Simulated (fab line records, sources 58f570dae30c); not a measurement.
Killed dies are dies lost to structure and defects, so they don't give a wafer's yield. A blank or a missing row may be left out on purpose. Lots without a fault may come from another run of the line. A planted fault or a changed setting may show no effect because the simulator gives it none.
One fault seen from 2 desks | flow berkeley_cmos170 | each desk has only its own numbers; what lay behind them comes last

THE METROLOGY DESK
What the gauges read, lot by lot, whatever tool the lot ran on: means of the sampled wafers that have a number. A lot is out of limits, marked OUT, if its mean lies more than 4 standard deviations from the usual mean; the brackets give that distance.
Columns: A = M2_AL_RS at UCB170_M2_RS_MEAS_02, usual 0.0322 ohm/sq; B = cd_nm at UCB170_V2_CD_MEAS_90, usual 699.8 nm
lot  | first seen here | A      | B
L419 | day 8 11:53     | 0.0329 | 700.7
L418 | day 8 18:31     | 0.0320 | 699.6
L421 | day 9 14:04     | 0.0322 | 697.4
L424 | day 9 15:23     | 0.0319 | 699.8
L423 | day 9 15:38     | 0.0320 | 701.1
L428 | day 10 14:47    | 0.0320 | 699.8
L426 | day 10 15:08    | 0.0318 | 700.2
L427 | day 10 15:33    | 0.0328 | 699.0
L425 | day 10 16:05    | 0.0320 | 697.2
L429 | day 10 17:28    | 0.0321 | 700.4
L433 | day 11 12:11    | 0.0327 | 701.1
L438 | day 13 09:40    | 0.0322 | 699.6
L436 | day 13 12:24    | 0.0322 | 697.8
L440 | day 14 04:18    | 0.0324 | 701.8
This desk's finding: nothing out of limits on any of the 14 lots.

THE TOOL OWNER'S DESK: rie_diel-02
The tool's own readings at UCB170_M1_ETCH_11 (etches BARC in N2/H2): means of the sampled wafers that have a number, for each lot that ran on this tool. A lot is out of limits, marked OUT, if its mean lies more than 4 standard deviations from the usual mean; the brackets give that distance.
Columns: A = drypump_motor_current_A at UCB170_M1_ETCH_11, usual 5.7 A; B = oes_product_au at UCB170_M1_ETCH_11, usual 1.005 a.u.; C = rf_fwd_power_W at UCB170_M1_ETCH_11, usual 494.3 W; D = throttle_valve_pct at UCB170_M1_ETCH_11, usual 13.25 %
lot  | first seen here | A   | B     | C     | D
L419 | day 8 07:10     | 5.7 | 0.983 | 493.4 | 13.10
L421 | day 9 09:46     | 5.4 | 0.990 | 492.9 | 13.27
L423 | day 9 10:59     | 5.6 | 1.010 | 493.4 | 13.22
L427 | day 10 08:17    | 5.7 | 0.992 | 495.5 | 13.09
L438 | day 13 03:50    | 5.6 | 0.995 | 493.1 | 13.27
L436 | day 13 04:40    | 5.5 | 1.001 | 492.9 | 13.39
This desk's finding: nothing out of limits on any of the 6 lots.

PUT TOGETHER
The metrology desk saw nothing out of limits.
The tool owner's desk saw nothing out of limits.

WHAT THE SIMULATOR HAD PUT IN
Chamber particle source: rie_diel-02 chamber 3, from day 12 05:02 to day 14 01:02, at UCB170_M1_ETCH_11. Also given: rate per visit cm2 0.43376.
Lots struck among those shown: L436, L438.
